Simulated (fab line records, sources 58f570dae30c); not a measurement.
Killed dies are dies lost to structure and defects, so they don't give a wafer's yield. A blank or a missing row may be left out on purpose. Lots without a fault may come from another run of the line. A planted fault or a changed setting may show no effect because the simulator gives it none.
Chamber matching | flow berkeley_cmos170 | UCB170_SPACER_ETCHBACK_03 on rie_diel-04: 4 sister chambers
The step etches SiO2 in CHF3/CF4/Ar, stops on Si, target depth 376 nm, time 100 s. 15 wafers are shown with their chamber, then 7 later ones without.

WAFERS WITH THEIR CHAMBER
wafer  | chamber | drypump_motor_current_A (A) | throttle_valve_pct (%) | oes_product_au (a.u.)
L746.3 | 2       | 6.0                         | 6.28                   | 0.885
L746.4 | 1       | 5.1                         | 6.58                   | 0.916
L746.6 | 1       | 5.0                         | 6.58                   | 0.899
L750.1 | 0       | 5.4                         | 6.53                   | 0.900
L750.3 | 2       | 6.0                         | 6.27                   | 0.894
L750.5 | 3       | 6.0                         | 6.42                   | 0.896
L752.2 | 1       | 5.0                         | 6.57                   | 0.895
L752.4 | 3       | 6.1                         | 6.42                   | 0.891
L752.6 | 1       | 5.0                         | 6.57                   | 0.923
L755.1 | 2       | 6.0                         | 6.28                   | 0.886
L755.2 | 1       | 5.1                         | 6.57                   | 0.916
L755.3 | 3       | 6.0                         | 6.45                   | 0.888
L758.2 | 0       | 5.4                         | 6.51                   | 0.901
L761.1 | 2       | 6.0                         | 6.28                   | 0.890
L761.2 | 3       | 6.0                         | 6.42                   | 0.871

SIGNATURES (means of the wafers above)
reading                 | chamber 0 | chamber 1 | chamber 2 | chamber 3 | scatter within a chamber
drypump_motor_current_A | 5.400     | 5.040     | 6.000     | 6.025     | 0.0421
throttle_valve_pct      | 6.5200    | 6.5740    | 6.2775    | 6.4275    | 0.00986
oes_product_au          | 0.90050   | 0.90980   | 0.88875   | 0.88650   | 0.00949
Rule: a wafer's distance from a chamber is the root of the sum, over the readings, of the square of ((its reading less the chamber's mean) divided by the reading's scatter). The wafer belongs to the nearest chamber; if the next one is less than 2 further off, it can't be placed. The scatter: the root of (the sum of the squares of (reading less its chamber's mean) over the shown wafers, divided by (wafers less chambers)).

WAFERS WITHOUT THEIR CHAMBER
wafer  | drypump_motor_current_A (A) | throttle_valve_pct (%) | oes_product_au (a.u.)
L761.6 | 5.4                         | 6.51                   | 0.896
L767.1 | 6.0                         | 6.41                   | 0.887
L767.5 | 5.4                         | 6.50                   | 0.905
L767.6 | 5.1                         | 6.56                   | 0.912
L769.2 | 5.0                         | 6.57                   | 0.899
L769.4 | 6.0                         | 6.28                   | 0.898
L769.6 | 5.0                         | 6.57                   | 0.919

WHICH CHAMBER EACH WENT THROUGH
wafer  | from the rows above | in truth
L761.6 | 0                   | 0
L767.1 | 3                   | 3
L767.5 | 0                   | 0
L767.6 | 1                   | 1
L769.2 | 1                   | 1
L769.4 | 2                   | 2
L769.6 | 1                   | 1
Placed correctly: 7 of 7. Can't be placed from these rows: 0. Placed wrongly: 0.
